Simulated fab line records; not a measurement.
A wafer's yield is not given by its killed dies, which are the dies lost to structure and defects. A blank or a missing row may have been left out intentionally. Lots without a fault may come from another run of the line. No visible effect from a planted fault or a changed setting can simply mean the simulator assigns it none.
fab line records	flow berkeley-cmos170	part 1 of 2: steps 1 to 39 of 43
record: lots: 7	wafers: 21	last-day: 12
route steps=331 shown M1@244 V1@254 M2@271 M3@331
lots that met no fault: taken from a fault-free run of the same line
start-h: start of the lot's first displayed wafer, in hours after the record's first day	wait-h: hours elapsed since this lot's preceding step	" identical to the entry in the row above	L1.1+2: a single row standing in for several wafers	- value missing, or start not given	* or withheld: withheld	< > ~ a bound
route shown NAME@n: a module of which the file shows steps, and the number in the route of the first	usual: mean/standard deviation taken from wafers without a fault	same: alike in all rows	chamber/n: place in a boat	sites: readings site by site	_std_site: the standard deviation of these	_edge_site: inner sites' mean taken away from outer sites' mean	radius-mm: how far each site lies from the wafer's centre	mask NAME#n: copy n	behind: tool/chamber where the wafer was last shaped	hold: why the lot went on hold/how many hours it stayed there/how the hold came to an end	device: the n, p or np transistor that did not switch	end of line: the tests these same wafers got at the end of their route	a step without rows: its recipe alone	killed: count of dies lost to structure and defects at first sort (not the wafer's yield)	map: a wafer's dies, marking killed ones x, the rest . and places with no die _
set.NAME: the run value of the setting; set.NAME@STEP: its run value at that earlier step	model.NAME: the simulator's own value behind a step, which no gauge read
a table for each step, a row for each wafer; lots at some steps of the route
services: from which hour (start-h, from the record's first day; less than 0 if before it) a tool's chamber was out of use, for how many hours, and why
== steps ==
step: UCB170_M1_EXPOSE_06
recipe: mask-id: METAL1	target-cd-nm: 700	na: 0.5	sigma-outer: 0.6	source-shape: conventional	dose-mj: 21
step: UCB170_M1_PEB_07
recipe: peb-temp-c: 130	peb-time-s: withheld	resist: KrF
step: UCB170_M1_DEVELOP_08
recipe: developer: TMAH	develop-time-s: 45	resist: KrF	dev-temp-c: 21
step: UCB170_M1_CD_MEAS_09
recipe: target-cd-nm: 700
usual: cd-nm: 700.0/1.5
lot.wafer	tool	chamber	start-h	wait-h	cd-nm
L744.2	cd-sem-02	-	164.41	-	699.0
L744.3	"	-	"	"	697.7
L744.5	"	-	"	"	698.3
L747.1	cd-sem-01	-	164.63	-	699.9
L747.4	"	-	"	"	700.5
L747.6	"	-	"	"	699.9
L746.1	cd-sem-01	-	164.91	-	700.0
L746.3	"	-	"	"	699.2
L746.4	"	-	"	"	697.8
L745.1	cd-sem-02	-	165.27	-	698.5
L745.3	"	-	"	"	698.6
L745.6	"	-	"	"	699.0
L761.1	cd-sem-01	-	234.41	-	697.4
L761.2	"	-	"	"	698.2
L761.3	"	-	"	"	698.5
L762.1	cd-sem-02	-	251.68	-	701.6
L762.4	"	-	"	"	701.2
L762.5	"	-	"	"	701.1
L763.1	cd-sem-02	-	258.26	-	701.2
L763.2	"	-	"	"	700.7
L763.4	"	-	"	"	699.2
step: UCB170_M1_OVL_MEAS_10
usual: M1_OVL: 4/5.8
lot.wafer	tool	chamber	start-h	wait-h	M1_OVL[nm]
L744.2	overlay-02	-	164.52	0.1	11
L744.3	"	-	"	"	8
L744.5	"	-	"	"	8
L747.1	overlay-02	-	164.75	0.1	8
L747.4	"	-	"	"	6
L747.6	"	-	"	"	6
L746.1	overlay-02	-	165.03	0.1	10
L746.3	"	-	"	"	7
L746.4	"	-	"	"	9
L745.1	overlay-01	-	165.39	0.1	0
L745.3	"	-	"	"	-5
L745.6	"	-	"	"	-5
L761.1	overlay-01	-	234.53	0.1	-5
L761.2	"	-	"	"	5
L761.3	"	-	"	"	-3
L762.1	overlay-02	-	251.80	0.1	-6
L762.4	"	-	"	"	1
L762.5	"	-	"	"	-2
L763.1	overlay-02	-	258.38	0.1	10
L763.2	"	-	"	"	8
L763.4	"	-	"	"	0
step: UCB170_M1_ETCH_11
recipe: chemistry: N2/H2	target-depth-a: withheld	overetch-a: withheld	target: BARC	time-s: withheld	source-w: 500	bias-w: 100	pressure-mtorr: 30	n2-flow-sccm: 100	h2-flow-sccm: 200
step: UCB170_M1_METAL_ETCH_12
recipe: chemistry: Cl2/BCl3	target: Al	stop-on: PSG	pressure-mtorr: 12	target-depth-a: 7800	over-etch-frac: 0.3	time-s: 130	icp-w: 600	bias-w: 120	Cl2_flow_sccm: 90	bcl3-flow-sccm: 45
usual: drypump-motor-current-A: 5.1/0.41	oes-product-au: 0.851/0.018	throttle-valve-pct: 24.66/0.19
lot.wafer	tool	chamber	start-h	wait-h	drypump-motor-current-A	oes-product-au	rf-hours-counter-h	throttle-valve-pct
L744.2	rie-metal-02	0	164.59	-	5.8	0.858	7	24.67
L744.3	"	1	"	"	5.3	0.884	-	24.98
L744.5	"	0	"	"	5.8	0.854	-	24.66
L747.1	rie-metal-03	0	164.83	-	4.6	0.830	12	24.68
L747.4	"	0	"	"	4.6	0.830	-	24.69
L747.6	"	1	"	"	4.8	0.846	-	24.57
L746.1	rie-metal-02	1	165.11	-	5.2	0.880	1	24.97
L746.3	"	1	"	"	5.2	0.882	-	24.99
L746.4	"	0	"	"	5.8	0.859	-	24.68
L745.1	rie-metal-03	1	165.47	-	4.7	0.837	9	24.56
L745.3	"	0	"	"	4.6	0.830	-	24.66
L745.6	"	0	"	"	4.6	0.832	-	24.66
L761.1	rie-metal-03	1	234.61	-	4.8	0.842	11	24.57
L761.2	"	0	"	"	4.6	0.855	0	24.70
L761.3	"	1	"	"	4.7	0.840	-	24.57
L762.1	rie-metal-02	1	251.88	-	5.3	0.878	4	25.00
L762.4	"	0	"	"	5.8	0.856	-	24.67
L762.5	"	1	"	"	5.2	0.872	-	24.99
L763.1	rie-metal-03	1	258.46	-	4.8	0.840	11	24.56
L763.2	"	0	"	"	4.6	0.846	1	24.72
L763.4	"	0	"	"	4.6	0.856	-	24.70
step: UCB170_M1_STRIP_13
recipe: chemistry: O2	power-w: 400	pressure-mtorr: 3500	platen-temp-c: withheld	o2-flow-sccm: 400	overash-fraction: 0.5
usual: drypump-motor-current-A: 5.4/0.31	oes-product-au: 0.721/0.0047
same: overash-fraction: 0.5
lot.wafer	tool	chamber	start-h	wait-h	drypump-motor-current-A	oes-product-au	rf-hours-counter-h
L744.2	plasma-asher-03	0	164.72	0.1	5.5	0.719	5
L744.3	"	0	"	"	5.5	0.714	-
L744.5	"	1	"	"	5.1	0.723	-
L747.1	plasma-asher-01	1	164.96	0.1	5.8	0.725	40
L747.4	"	0	"	"	5.0	0.720	-
L747.6	"	1	"	"	5.8	0.716	-
L746.1	plasma-asher-01	1	165.24	0.1	5.8	0.726	40
L746.3	"	1	"	"	5.8	0.724	-
L746.4	"	0	"	"	5.0	0.723	-
L745.1	plasma-asher-02	1	165.60	0.1	5.8	0.726	49
L745.3	"	1	"	"	5.8	0.726	-
L745.6	"	1	"	"	5.8	0.719	-
L761.1	plasma-asher-03	1	234.74	0.1	5.1	0.715	14
L761.2	"	0	"	"	5.5	0.717	14
L761.3	"	0	"	"	5.5	0.724	-
L762.1	plasma-asher-03	0	252.01	0.1	5.5	0.729	16
L762.4	"	0	"	"	5.5	0.724	-
L762.5	"	0	"	"	5.5	0.716	-
L763.1	plasma-asher-02	1	258.59	0.1	5.8	0.724	59
L763.2	"	0	"	"	5.4	0.723	59
L763.4	"	0	"	"	5.4	0.716	-
step: UCB170_M1_CD_MEAS_90
recipe: target-cd-nm: 700
usual: cd-nm: 700.3/2.2
lot.wafer	tool	chamber	start-h	wait-h	cd-nm
L744.2	cd-sem-02	-	164.84	0.1	698.0
L744.3	"	-	"	"	701.6
L744.5	"	-	"	"	698.1
L747.1	cd-sem-01	-	165.06	0.1	700.4
L747.4	"	-	"	"	701.5
L747.6	"	-	"	"	702.1
L746.1	cd-sem-02	-	165.39	0.1	702.0
L746.3	"	-	"	"	701.0
L746.4	"	-	"	"	697.3
L745.1	cd-sem-01	-	165.70	0.1	698.0
L745.3	"	-	"	"	698.0
L745.6	"	-	"	"	698.2
L761.1	cd-sem-02	-	234.84	0.1	698.6
L761.2	"	-	"	"	695.9
L761.3	"	-	"	"	698.1
L762.1	cd-sem-01	-	252.11	0.1	703.2
L762.4	"	-	"	"	701.0
L762.5	"	-	"	"	702.2
L763.1	cd-sem-02	-	258.69	0.1	702.2
L763.2	"	-	"	"	700.0
L763.4	"	-	"	"	697.5
step: UCB170_M1_ANNEAL_14
recipe: temp-c: 400	time-s: 1200	ambient: forming-gas
step: UCB170_V1_CVD_00
recipe: material: SiO2	target-thk-nm: 2000	temp-c: 390	precursor: TEOS/O2	time-s: 250	rf-w: 550	pressure-mtorr: 9000
usual: heater-power-w: 241/66
lot.wafer	tool	chamber	start-h	wait-h	heater-power-w
L745.1	pecvd-03	1	168.66	0.0	252
L745.3	"	2	"	"	274
L745.6	"	1	"	"	295
L746.1	pecvd-04	0	168.66	0.0	316
L746.3	"	2	"	"	242
L746.4	"	1	"	"	275
L747.1	pecvd-01	2	168.66	0.0	190
L747.4	"	2	"	"	254
L747.6	"	0	"	"	190
L744.2	pecvd-01	0	168.82	0.2	223
L744.3	"	2	"	"	207
L744.5	"	0	"	"	266
L761.1	pecvd-01	2	236.90	0.0	254
L761.2	"	0	"	"	258
L761.3	"	1	"	"	257
L762.1	pecvd-03	1	257.90	0.0	234
L762.4	"	0	"	"	157
L762.5	"	1	"	"	302
L763.1	pecvd-01	1	264.71	0.0	323
L763.2	"	0	"	"	273
L763.4	"	1	"	"	224
step: UCB170_V1_THK_MEAS_01
recipe: reads: SiO2_of_V1_CVD_00
usual: V1_TEOS_THK: 1999/30
lot.wafer	tool	chamber	start-h	wait-h	V1_TEOS_THK[nm]
L746.1	film-metro-03	-	168.82	0.1	1986
L746.3	"	-	"	"	1950
L746.4	"	-	"	"	2009
L747.1	film-metro-01	-	168.82	0.1	1965
L747.4	"	-	"	"	2049
L747.6	"	-	"	"	2032
L745.1	film-metro-01	-	168.88	0.1	1984
L745.3	"	-	"	"	2002
L745.6	"	-	"	"	1975
L744.2	film-metro-03	-	168.99	0.1	2016
L744.3	"	-	"	"	2030
L744.5	"	-	"	"	2030
L761.1	film-metro-03	-	237.05	0.1	2012
L761.2	"	-	"	"	1997
L761.3	"	-	"	"	1982
L762.1	film-metro-01	-	258.05	0.1	1957
L762.4	"	-	"	"	2006
L762.5	"	-	"	"	1994
L763.1	film-metro-04	-	264.94	0.2	1970
L763.2	"	-	"	"	1989
L763.4	"	-	"	"	2016
step: UCB170_V1_CMP_02
recipe: material: SiO2	down-force-psi: 6	platen-rpm: 60	pad-velocity-m-s: 0.75398
usual: head-pressure-psi: 6.000/0.012	motor-current-A: 15.4/1.3	platen-rpm: 60.00/0.043
lot.wafer	tool	chamber	start-h	wait-h	head-pressure-psi	motor-current-A	platen-rpm
L747.1	cmp-01	3	168.88	0.1	6.001	15.8	60.01
L747.4	"	0	"	"	5.997	14.0	60.03
L747.6	"	0	"	"	6.001	13.5	60.02
L746.3	cmp-01	0	169.18	0.3	6.017	13.6	60.04
L746.1	"	2	"	"	6.014	15.0	59.96
L746.4	"	3	"	"	6.018	16.2	59.98
L745.3	cmp-01	1	169.53	0.6	5.994	16.6	59.94
L745.1	"	2	"	"	5.972	15.0	59.94
L745.6	"	0	"	"	6.005	13.0	59.97
L744.3	cmp-01	0	169.83	0.8	5.987	13.7	60.07
L744.2	"	2	"	"	6.034	14.8	59.97
L744.5	"	3	"	"	6.001	15.5	60.00
L761.1	cmp-02	3	237.16	0.1	6.003	16.5	60.04
L761.3	"	0	"	"	6.003	14.2	59.98
L761.2	"	1	"	"	6.008	15.0	60.00
L762.1	cmp-01	0	258.16	0.1	6.022	13.8	59.97
L762.4	"	1	"	"	5.991	16.7	60.02
L762.5	"	0	"	"	5.996	13.9	59.94
L763.2	cmp-02	3	265.35	0.4	5.989	16.0	59.97
L763.4	"	1	"	"	5.979	15.0	59.95
L763.1	"	2	"	"	5.999	16.2	59.99
step: UCB170_V1_BOW_MEAS_03
recipe: mode: bow
usual: V1_BOW: 19/6.6
lot.wafer	tool	chamber	start-h	wait-h	V1_BOW[um]
L747.1	film-metro-04	-	169.18	0.2	14
L747.4	"	-	"	"	14
L747.6	"	-	"	"	17
L746.1	film-metro-04	-	169.48	0.1	18
L746.3	"	-	"	"	21
L746.4	"	-	"	"	26
L745.1	film-metro-03	-	169.78	0.1	21
L745.3	"	-	"	"	20
L745.6	"	-	"	"	20
L744.2	film-metro-01	-	170.10	0.1	26
L744.3	"	-	"	"	17
L744.5	"	-	"	"	20
L761.1	film-metro-01	-	237.41	0.2	17
L761.2	"	-	"	"	20
L761.3	"	-	"	"	18
L762.1	film-metro-04	-	258.41	0.2	22
L762.4	"	-	"	"	19
L762.5	"	-	"	"	6
L763.1	film-metro-01	-	265.65	0.1	24
L763.2	"	-	"	"	24
L763.4	"	-	"	"	18
step: UCB170_V1_THK_MEAS_04
recipe: reads: SiO2_of_V1_CVD_00
usual: V1_POLISHED_THK: 1000.2/1.3
lot.wafer	tool	chamber	start-h	wait-h	V1_POLISHED_THK[nm]
L747.1	film-metro-04	-	169.30	0.1	998.8
L747.4	"	-	"	"	1001.2
L747.6	"	-	"	"	1000.1
L746.1	film-metro-04	-	169.60	0.1	997.0
L746.3	"	-	"	"	999.9
L746.4	"	-	"	"	999.1
L745.1	film-metro-03	-	169.90	0.1	997.7
L745.3	"	-	"	"	999.3
L745.6	"	-	"	"	1000.4
L744.2	film-metro-01	-	170.21	0.1	997.0
L744.3	"	-	"	"	1000.4
L744.5	"	-	"	"	1000.0
L761.1	film-metro-01	-	237.53	0.1	1000.1
L761.2	"	-	"	"	999.7
L761.3	"	-	"	"	1001.2
L762.1	film-metro-04	-	258.53	0.1	1001.8
L762.4	"	-	"	"	999.9
L762.5	"	-	"	"	1001.1
L763.1	film-metro-01	-	265.77	0.1	999.4
L763.2	"	-	"	"	999.0
L763.4	"	-	"	"	999.4
step: UCB170_V1_CLEAN_05
recipe: chemistry: DIW
step: UCB170_V1_HMDS_06
recipe: prime-time-s: 60	prime-temp-c: 100
step: UCB170_V1_COAT_07
recipe: resist: KrF	spin-rpm: 1500	resist-thk-nm: 900
step: UCB170_V1_SOFTBAKE_08
recipe: resist: KrF	temp-c: 130	time-s: 60
step: UCB170_V1_EXPOSE_09
recipe: mask-id: VIA1	target-cd-nm: 700	na: 0.5	sigma-outer: 0.6	source-shape: conventional	dose-mj: 37
step: UCB170_V1_PEB_10
recipe: peb-temp-c: 130	peb-time-s: withheld	resist: KrF
step: UCB170_V1_DEVELOP_11
recipe: developer: TMAH	develop-time-s: 45	resist: KrF	dev-temp-c: 21
step: UCB170_V1_CD_MEAS_12
recipe: target-cd-nm: 700
usual: cd-nm: 700.2/1.6
lot.wafer	tool	chamber	start-h	wait-h	cd-nm
L747.1	cd-sem-02	-	170.55	-	699.0
L747.4	"	-	"	"	699.1
L747.6	"	-	"	"	699.1
L746.1	cd-sem-01	-	171.36	-	697.7
L746.3	"	-	"	"	699.3
L746.4	"	-	"	"	698.1
L745.1	cd-sem-02	-	171.48	-	699.6
L745.3	"	-	"	"	700.7
L745.6	"	-	"	"	699.8
L744.2	cd-sem-01	-	171.74	-	702.1
L744.3	"	-	"	"	703.2
L744.5	"	-	"	"	702.4
L761.1	cd-sem-01	-	239.08	-	699.6
L761.2	"	-	"	"	699.0
L761.3	"	-	"	"	700.2
L762.1	cd-sem-02	-	259.61	-	701.0
L762.4	"	-	"	"	701.5
L762.5	"	-	"	"	700.8
L763.1	cd-sem-02	-	267.83	-	700.3
L763.2	"	-	"	"	698.9
L763.4	"	-	"	"	697.6
step: UCB170_V1_OVL_MEAS_13
usual: V1_OVL: 3/5.6
lot.wafer	tool	chamber	start-h	wait-h	V1_OVL[nm]
L747.1	overlay-01	-	170.67	0.1	6
L747.4	"	-	"	"	-3
L747.6	"	-	"	"	-2
L746.1	overlay-02	-	171.48	0.1	4
L746.3	"	-	"	"	5
L746.4	"	-	"	"	5
L745.1	overlay-01	-	171.60	0.1	8
L745.3	"	-	"	"	4
L745.6	"	-	"	"	-5
L744.2	overlay-02	-	171.84	0.1	0
L744.3	"	-	"	"	10
L744.5	"	-	"	"	-3
L761.1	overlay-02	-	239.20	0.1	3
L761.2	"	-	"	"	9
L761.3	"	-	"	"	-1
L762.1	overlay-02	-	259.73	0.1	0
L762.4	"	-	"	"	11
L762.5	"	-	"	"	4
L763.1	overlay-02	-	267.95	0.1	6
L763.2	"	-	"	"	-1
L763.4	"	-	"	"	6
step: UCB170_V1_ETCH_14
recipe: chemistry: CHF3/CF4/Ar	target: SiO2	stop-on: Al	CHF3_flow_sccm: 45	cf4-flow-sccm: 15	Ar_flow_sccm: 150	pressure-mtorr: 200	rf-w: 700	target-depth-a: 12500	over-etch-frac: 0.25	time-s: 291
usual: drypump-motor-current-A: 5.7/0.51	oes-product-au: 0.874/0.014	throttle-valve-pct: 6.97/0.099
lot.wafer	tool	chamber	start-h	wait-h	drypump-motor-current-A	oes-product-au	rf-hours-counter-h	throttle-valve-pct
L747.1	rie-diel-03	3	170.71	0.0	6.5	0.866	144	6.96
L747.4	"	0	"	"	6.1	0.875	10	6.90
L747.6	"	2	"	"	5.9	0.860	-	7.10
L746.1	rie-diel-01	3	171.52	0.0	5.2	0.876	112	7.09
L746.3	"	3	"	"	5.2	0.877	-	7.08
L746.4	"	0	"	"	6.2	0.896	-	6.88
L745.1	rie-diel-04	1	171.64	0.0	4.8	0.879	5	6.94
L745.3	"	0	"	"	6.3	0.905	120	6.80
L745.6	"	0	"	"	6.3	0.901	-	6.81
L744.2	rie-diel-03	0	171.87	0.0	6.0	0.883	10	6.91
L744.3	"	1	"	"	5.7	0.887	20	7.07
L744.5	"	0	"	"	6.1	0.870	-	6.89
L761.1	rie-diel-01	2	239.23	0.0	6.0	0.876	82	6.94
L761.2	"	1	"	"	5.4	0.871	54	6.88
L761.3	"	3	"	"	5.2	0.877	116	7.09
L762.1	rie-diel-01	3	259.77	0.0	5.2	0.874	117	7.10
L762.4	"	1	"	"	5.5	0.871	55	6.88
L762.5	"	0	"	"	6.2	0.897	-	6.88
L763.1	rie-diel-01	3	267.98	0.0	5.2	0.878	117	7.09
L763.2	"	2	"	"	6.0	0.866	83	6.91
L763.4	"	0	"	"	6.2	0.894	119	6.89
step: UCB170_V1_STRIP_15
recipe: chemistry: O2	power-w: 400	pressure-mtorr: 3500	platen-temp-c: withheld	o2-flow-sccm: 400	overash-fraction: 0.5
step: UCB170_V1_CD_MEAS_90
recipe: target-cd-nm: 700
usual: cd-nm: 700.0/1.7
lot.wafer	tool	chamber	start-h	wait-h	cd-nm
L747.1	cd-sem-02	-	170.99	0.1	698.7
L747.4	"	-	"	"	699.4
L747.6	"	-	"	"	698.5
L746.1	cd-sem-02	-	171.88	0.1	697.0
L746.3	"	-	"	"	698.6
L746.4	"	-	"	"	697.7
L745.1	cd-sem-01	-	171.92	0.1	698.2
L745.3	"	-	"	"	699.7
L745.6	"	-	"	"	698.9
L744.2	cd-sem-02	-	172.17	0.1	702.9
L744.3	"	-	"	"	702.8
L744.5	"	-	"	"	703.0
L761.1	cd-sem-01	-	239.51	0.1	699.4
L761.2	"	-	"	"	700.1
L761.3	"	-	"	"	700.2
L762.1	cd-sem-01	-	260.05	0.1	701.7
L762.4	"	-	"	"	701.8
L762.5	"	-	"	"	701.8
L763.1	cd-sem-02	-	268.26	0.1	699.5
L763.2	"	-	"	"	699.2
L763.4	"	-	"	"	697.8
step: UCB170_M2_PRE_CLEAN_00
recipe: gas: Ar	preclean-etch-time-s: 60
step: UCB170_M2_SPUTTER_01
recipe: material: Al	target-thk-nm: 900	time-s: 120	power-w: 6000	chamber-pressure-pa: 0.5
usual: cathode-dc-power-W: 6000.1/1	throttle-valve-pct: 29.7/0.64
lot.wafer	tool	chamber	start-h	wait-h	cathode-dc-power-W	throttle-valve-pct
L747.1	pvd-sputter-01	-	171.17	0.0	6001.8	29.3
L747.4	"	-	"	"	6001.0	29.7
L747.6	"	-	"	"	6001.0	29.6
L746.1	pvd-sputter-02	-	172.07	0.0	6000.9	30.1
L746.3	"	-	"	"	6000.3	30.7
L746.4	"	-	"	"	6001.2	29.1
L745.1	pvd-sputter-03	-	172.10	0.0	5999.1	30.6
L745.3	"	-	"	"	6000.1	30.4
L745.6	"	-	"	"	6001.6	30.7
L744.2	pvd-sputter-01	-	172.34	0.0	5997.1	29.5
L744.3	"	-	"	"	6000.3	29.2
L744.5	"	-	"	"	5999.0	29.7
L761.1	pvd-sputter-01	-	239.70	0.0	6000.1	28.8
L761.2	"	-	"	"	5998.7	29.5
L761.3	"	-	"	"	5998.5	29.1
L762.1	pvd-sputter-02	-	260.23	0.0	6001.1	30.5
L762.4	"	-	"	"	5999.3	29.2
L762.5	"	-	"	"	5999.0	29.0
L763.1	pvd-sputter-03	-	268.45	0.0	5999.1	29.8
L763.2	"	-	"	"	5999.8	29.1
L763.4	"	-	"	"	5999.8	30.6
step: UCB170_M2_RS_MEAS_02
recipe: thk-meas-gauge: four-point-probe	reads: Al_of_M2_SPUTTER_01
usual: M2_AL_RS: 0.03221/0.00027
lot.wafer	tool	chamber	start-h	wait-h	M2_AL_RS[ohm/sq]
L747.1	film-metro-04	-	171.26	0.0	0.03222
L747.4	"	-	"	"	0.03194
L747.6	"	-	"	"	0.03219
L746.1	film-metro-02	-	172.15	0.0	0.03241
L746.3	"	-	"	"	0.03239
L746.4	"	-	"	"	0.03214
L745.1	film-metro-03	-	172.19	0.0	0.03186
L745.3	"	-	"	"	0.03203
L745.6	"	-	"	"	0.03227
L744.2	film-metro-02	-	172.44	0.1	0.03197
L744.3	"	-	"	"	0.03203
L744.5	"	-	"	"	0.03204
L761.1	film-metro-02	-	239.78	0.0	0.03224
L761.2	"	-	"	"	0.03227
L761.3	"	-	"	"	0.03217
L762.1	film-metro-02	-	260.32	0.0	0.03266
L762.4	"	-	"	"	0.03247
L762.5	"	-	"	"	0.03221
L763.1	film-metro-02	-	268.53	0.0	0.03234
L763.2	"	-	"	"	0.03252
L763.4	"	-	"	"	0.03228
step: UCB170_M2_THK_MEAS_03
recipe: thk-meas-gauge: xrf	reads: Al_of_M2_SPUTTER_01
usual: M2_AL_THK: 908/8.5
lot.wafer	tool	chamber	start-h	wait-h	M2_AL_THK[nm]
L747.1	film-metro-04	-	171.38	0.1	908
L747.4	"	-	"	"	917
L747.6	"	-	"	"	913
L746.1	film-metro-02	-	172.27	0.1	902
L746.3	"	-	"	"	909
L746.4	"	-	"	"	914
L745.1	film-metro-03	-	172.31	0.1	911
L745.3	"	-	"	"	901
L745.6	"	-	"	"	901
L744.2	film-metro-02	-	172.55	0.1	919
L744.3	"	-	"	"	917
L744.5	"	-	"	"	917
L761.1	film-metro-02	-	239.90	0.1	912
L761.2	"	-	"	"	910
L761.3	"	-	"	"	913
L762.1	film-metro-02	-	260.44	0.1	906
L762.4	"	-	"	"	910
L762.5	"	-	"	"	917
L763.1	film-metro-02	-	268.65	0.1	910
L763.2	"	-	"	"	905
L763.4	"	-	"	"	910
step: UCB170_M2_HMDS_04
recipe: prime-time-s: 60	prime-temp-c: 100
step: UCB170_M2_COAT_05
recipe: resist: KrF	spin-rpm: 1500	resist-thk-nm: 900
step: UCB170_M2_SOFTBAKE_06
recipe: resist: KrF	temp-c: 130	time-s: 60
step: UCB170_M2_STRIP_07
recipe: chemistry: O2	power-w: 400	pressure-mtorr: 3500	platen-temp-c: withheld	o2-flow-sccm: 400	overash-fraction: 0.5
step: UCB170_M2_STRIP_08
recipe: chemistry: DMSO	temp-c: 80	time-s: 600	material: KrF
step: UCB170_M2_COAT_09
recipe: resist: BARC	temp-c: withheld	time-s: withheld	spin-rpm: 3000	resist-thk-nm: withheld
step: UCB170_M2_COAT_10
recipe: resist: KrF	spin-rpm: 1500	resist-thk-nm: 900
step: UCB170_M2_SOFTBAKE_11
recipe: resist: KrF	temp-c: 130	time-s: 60
